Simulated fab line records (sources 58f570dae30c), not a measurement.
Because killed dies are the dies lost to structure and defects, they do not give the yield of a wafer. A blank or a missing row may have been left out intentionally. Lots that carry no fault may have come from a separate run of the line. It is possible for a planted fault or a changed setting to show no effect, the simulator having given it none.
8D (eight disciplines) problem report, filled in by code ; flow berkeley cmos170 ; the parts of the form that need people (team, actions taken, sign-off) are left out

== 1. WHAT WENT WRONG ==
wafer_temp_C_max at UCB170_CONTACT_RTA_08 reads a mean of 913.7 on 9 wafers of 3 lots; wafers without a fault read 904.3 with a standard deviation of 0.91. That puts it +10 standard deviations away from the usual mean.
The step: time 10 s.
First seen on wafer L823.1, day 9 23:51, on rtp anneal-01. At this step, 21 wafers from 7 lots have a number in the record. By rule, "out" or "out of limits" means more than 4 standard deviations away from the usual mean. The rest of the wafers with a number are treated as sound.

== 2. WHAT IT IS AND WHAT IT IS NOT ==
question;is;is not
which readings at this step;wafer_temp_C_max;lamp power pct
which lots;L823, L825, L826;L817, L818, L829, L832
which wafers of those lots;all that have a number;-
read on which tools;rtp anneal-01;rtp anneal-02
when;from day 9 23:51;"up to then (6 sound wafers); but 6 sound wafers of L829, L832 came after"

== 3. WHAT RULES OUT EACH SUSPECT ==
Counting: a tool stays on the suspect list if, at a process step up to the reading, it processed all lots that are out and no sound lot following the first of them.
- rtp anneal-02 at UCB170_SILICIDE_RTA_04 (time 15 s): kept. It ran every lot that is out, first L823 (day 9 18:37), and no sound lot after that.
- plasma asher-01 at UCB170_CONTACT_STRIP_06 (strips in O2): ruled out as a lasting fault. Following L823 (day 9 22:45), the first lot on it that is out, the sound lots L829 were run on it.
- rtp anneal-01 at UCB170_CONTACT_RTA_08 (time 10 s): kept. Every lot that is out went through it, starting with L823 (day 9 23:51), and after that it ran no sound lot; the last sound lot it ran before then is L817 (day 8 22:22). Out on those wafers are its own readings of wafer_temp_C_max.
Left after counting: rtp anneal-02 at UCB170_SILICIDE_RTA_04, rtp anneal-01 at UCB170_CONTACT_RTA_08.

== 4. THE CAUSE (what the simulator had put in) ==
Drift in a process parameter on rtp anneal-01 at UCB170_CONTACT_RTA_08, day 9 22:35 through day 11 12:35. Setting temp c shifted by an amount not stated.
2 suspects survive the count, and this tool is in that group.

== 5. THE CHAIN OF EFFECTS, in route order ==
One row per reading whose mean, taken over the struck wafers that have a number, lies over 3 standard deviations from the usual. Readings are gone through only where the record gives a usual standard deviation; hours: the median, over the lots, of the time from a lot's start at the first step in this table giving one to that lot's start at this step; sigmas: the change measured in usual standard deviations.
hours;step;reading;usual;on struck wafers;change;sigmas
0;UCB170_CONTACT_RTA_08;wafer_temp_C_max;904.3;913.7;+9.4;+10
Its process steps:
- UCB170_CONTACT_RTA_08: time 10 s.

== 6. HOW IT WOULD HAVE BEEN CAUGHT EARLIER ==
In this record the first reading out of limits was taken at day 9 23:51, 1 hour after the fault began at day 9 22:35.
